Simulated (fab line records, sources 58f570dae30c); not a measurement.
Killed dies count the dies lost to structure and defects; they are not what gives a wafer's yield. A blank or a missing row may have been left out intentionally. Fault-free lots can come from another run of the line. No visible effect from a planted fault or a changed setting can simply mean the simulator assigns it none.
Which tool did it? + flow berkeley-cmos170 + 14 lots with 42 wafers sampled at 5 steps, on a route of 331 steps

== WHAT THE GAUGES SHOWED, per wafer ==
UCB170_NWELL_THK_MEAS_05. Usual: NWELL_NITRIDE_THK gives 224.7 nm (standard deviation 2.1).
| lot  | measured    | on            | NWELL_NITRIDE_THK (nm) | flag |
|------|-------------|---------------|------------------------|------|
| L903 | day 2 04:50 | film-metro-03 | 224.7 225.5 229.0      |      |
| L904 | day 2 08:46 | film-metro-01 | 227.3 223.9 225.0      |      |
| L905 | day 2 08:46 | film-metro-02 | 226.2 224.8 225.6      |      |
| L906 | day 2 16:40 | film-metro-01 | 222.0 220.4 220.4      |      |
| L907 | day 2 21:39 | film-metro-02 | 226.6 225.8 226.8      |      |
| L908 | day 3 05:00 | film-metro-01 | 228.5 226.7 228.1      |      |
| L909 | day 3 10:31 | film-metro-03 | 228.2 227.8 228.5      |      |
| L917 | day 5 06:43 | film-metro-02 | 224.1 223.5 225.3      |      |
| L919 | day 5 10:34 | film-metro-02 | 222.5 222.5 223.5      |      |
| L922 | day 6 09:04 | film-metro-02 | 226.7 224.8 223.9      |      |
| L923 | day 6 09:04 | film-metro-03 | 221.8 221.9 223.3      |      |
| L924 | day 6 15:31 | film-metro-02 | 220.6 220.8 223.0      |      |
| L925 | day 6 21:42 | film-metro-02 | 226.5 224.9 224.6      |      |
| L926 | day 7 01:50 | film-metro-02 | 226.8 226.5 226.7      |      |

UCB170_NWELL_OVL_MEAS_12. Usual: NWELL_OVL gives -4 nm (standard deviation 4.9).
| lot  | measured    | on         | NWELL_OVL (nm) | flag |
|------|-------------|------------|----------------|------|
| L903 | day 2 05:43 | overlay-02 | -5 -8 -5       |      |
| L904 | day 2 10:05 | overlay-01 | 1 2 -4         |      |
| L905 | day 2 10:05 | overlay-02 | 2 0 2          |      |
| L906 | day 2 18:53 | overlay-01 | -11 -1 -12     |      |
| L907 | day 2 22:41 | overlay-02 | -6 -6 3        |      |
| L908 | day 3 06:01 | overlay-02 | -7 -8 -5       |      |
| L909 | day 3 11:52 | overlay-01 | -5 -5 -1       |      |
| L917 | day 5 07:51 | overlay-01 | -5 -14 -13     |      |
| L919 | day 5 12:08 | overlay-02 | -6 -11 -5      |      |
| L922 | day 6 09:59 | overlay-02 | -11 -5 -3      |      |
| L923 | day 6 10:16 | overlay-02 | -7 -4 -5       |      |
| L924 | day 6 16:25 | overlay-02 | -5 0 2         |      |
| L925 | day 6 22:36 | overlay-02 | 3 -1 2         |      |
| L926 | day 7 02:59 | overlay-02 | -8 -5 -6       |      |

UCB170_PWELL_TW_MEAS_17. Usual: PWELL_TW gives 377 (standard deviation 4).
| lot  | measured    | on            | PWELL_TW    | flag |
|------|-------------|---------------|-------------|------|
| L903 | day 2 21:02 | film-metro-02 | 372 372 370 |      |
| L904 | day 3 00:26 | film-metro-03 | 381 378 381 |      |
| L905 | day 3 00:13 | film-metro-04 | 375 376 375 |      |
| L906 | day 3 13:25 | film-metro-02 | 376 374 376 |      |
| L907 | day 3 18:29 | film-metro-02 | 377 375 377 |      |
| L908 | day 4 01:00 | film-metro-02 | 371 371 372 |      |
| L909 | day 4 05:22 | film-metro-03 | 382 381 381 |      |
| L917 | day 5 23:53 | film-metro-03 | 318 319 319 | OFF  |
| L919 | day 6 06:00 | film-metro-02 | 309 310 311 | OFF  |
| L922 | day 7 05:42 | film-metro-03 | 382 381 382 |      |
| L923 | day 7 05:26 | film-metro-02 | 373 374 371 |      |
| L924 | day 7 14:03 | film-metro-03 | 380 380 379 |      |
| L925 | day 7 17:03 | film-metro-03 | 381 382 383 |      |
| L926 | day 7 21:50 | film-metro-03 | 382 383 382 |      |

UCB170_NVT_OVL_MEAS_06. Usual: NVT_OVL gives -3 nm (standard deviation 5.5).
| lot  | measured     | on         | NVT_OVL (nm) | flag |
|------|--------------|------------|--------------|------|
| L903 | day 5 10:02  | overlay-01 | 8 0 0        |      |
| L904 | day 5 10:08  | overlay-02 | 2 -6 -10     |      |
| L905 | day 5 10:38  | overlay-02 | 3 0 -3       |      |
| L906 | day 5 23:56  | overlay-02 | -3 -2 -5     |      |
| L907 | day 6 00:04  | overlay-01 | -3 -12 -4    |      |
| L908 | day 6 12:50  | overlay-02 | -2 2 3       |      |
| L909 | day 6 13:07  | overlay-02 | -8 -3 -15    |      |
| L917 | day 8 08:11  | overlay-02 | 9 -6 2       |      |
| L919 | day 8 20:20  | overlay-02 | -10 0 -5     |      |
| L922 | day 9 17:04  | overlay-01 | -16 -2 -8    |      |
| L923 | day 9 16:46  | overlay-02 | -3 -5 -2     |      |
| L924 | day 9 23:50  | overlay-02 | 2 3 7        |      |
| L925 | day 9 23:38  | overlay-02 | 2 4 7        |      |
| L926 | day 10 16:52 | overlay-01 | -10 -8 -6    |      |

== WHICH TOOL RAN EACH LOT (tool, then ch and the chambers of the sampled wafers, then the start) ==
| lot  | UCB170_PWELL_IMPLANT_15        |
|------|--------------------------------|
| L903 | implanter-01 ch 0, day 2 20:48 |
| L904 | implanter-02 ch 0, day 3 00:13 |
| L905 | implanter-04 ch 0, day 2 23:59 |
| L906 | implanter-02 ch 0, day 3 13:11 |
| L907 | implanter-01 ch 0, day 3 18:14 |
| L908 | implanter-01 ch 0, day 4 00:45 |
| L909 | implanter-01 ch 0, day 4 05:07 |
| L917 | implanter-02 ch 0, day 5 23:40 |
| L919 | implanter-02 ch 0, day 6 05:46 |
| L922 | implanter-04 ch 0, day 7 05:28 |
| L923 | implanter-01 ch 0, day 7 05:11 |
| L924 | implanter-01 ch 0, day 7 13:49 |
| L925 | implanter-01 ch 0, day 7 16:49 |
| L926 | implanter-01 ch 0, day 7 21:37 |
- UCB170_PWELL_IMPLANT_15

== WHAT THE TOOLS THEMSELVES READ (means of the sampled wafers that have a number; where no wafer has one, the mark that the record gives instead) ==
UCB170_PWELL_IMPLANT_15. Usual: dose-ions-cm2 5e+12, standard deviation 5.4e+09; faraday-current-uA 15.9, standard deviation 0.32.
| lot  | tool         | dose-ions-cm2 | faraday-current-uA | flag |
|------|--------------|---------------|--------------------|------|
| L903 | implanter-01 | 5e+12         | 15.7               |      |
| L904 | implanter-02 | 5e+12         | 15.9               |      |
| L905 | implanter-04 | 5e+12         | 15.8               |      |
| L906 | implanter-02 | 5e+12         | 16.0               |      |
| L907 | implanter-01 | 5e+12         | 16.0               |      |
| L908 | implanter-01 | 5e+12         | 15.9               |      |
| L909 | implanter-01 | 5e+12         | 16.1               |      |
| L917 | implanter-02 | 3e+12         | 8.6                | OFF  |
| L919 | implanter-02 | 3e+12         | 8.8                | OFF  |
| L922 | implanter-04 | 5e+12         | 15.7               |      |
| L923 | implanter-01 | 5e+12         | 15.8               |      |
| L924 | implanter-01 | 5e+12         | 16.1               |      |
| L925 | implanter-01 | 5e+12         | 15.8               |      |
| L926 | implanter-01 | 5e+12         | 16.3               |      |

== THE ANSWER, worked out from the rows above alone ==
Rule: a lot counts as off when the mean over its wafers that have a number is more than 3 standard deviations away from the usual mean. A lot without any number at a reading at which 4 lots or more have one is off too. All remaining lots with rows at the step are treated as sound. Order of review: gauges by route order, followed by the tools' own readings, for which a lot's mean as printed above is used. At the first step where some lot is off, the reading lying furthest off is the one used; lots without a number count as furthest.
Off: at UCB170_PWELL_TW_MEAS_17 (PWELL_TW), L917, L919.
If a tool, at a process step before that reading, ran all the lots that are off and no sound lot after the first of them, it fits. Not tried: the gauges at UCB170_PWELL_TW_MEAS_17; whatever is off there is also off at UCB170_PWELL_IMPLANT_15, on other tools, and gauge error can't account for it. One fits: UCB170_PWELL_IMPLANT_15 on implanter-02. Its last sound lot is L906 (day 3 13:11), its first lot that is off L917 (day 5 23:40): a fault that began between those two fits.
The tool's own readings at UCB170_PWELL_IMPLANT_15 bear it out: on the lots that are off they differ by more than 5 times the standard deviation of the sound lots' means. dose-ions-cm2 reads 3e+12 there against 5e+12 on the sound lots; faraday-current-uA reads 8.7 there against 15.9 on the sound lots.

== WHAT HAD BEEN PUT IN BY THE SIMULATOR ==
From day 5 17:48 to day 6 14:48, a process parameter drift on implanter-02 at UCB170_PWELL_IMPLANT_15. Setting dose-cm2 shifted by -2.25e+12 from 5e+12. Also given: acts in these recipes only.
Struck lots among those shown: L917, L919. Same finding as the rule above.
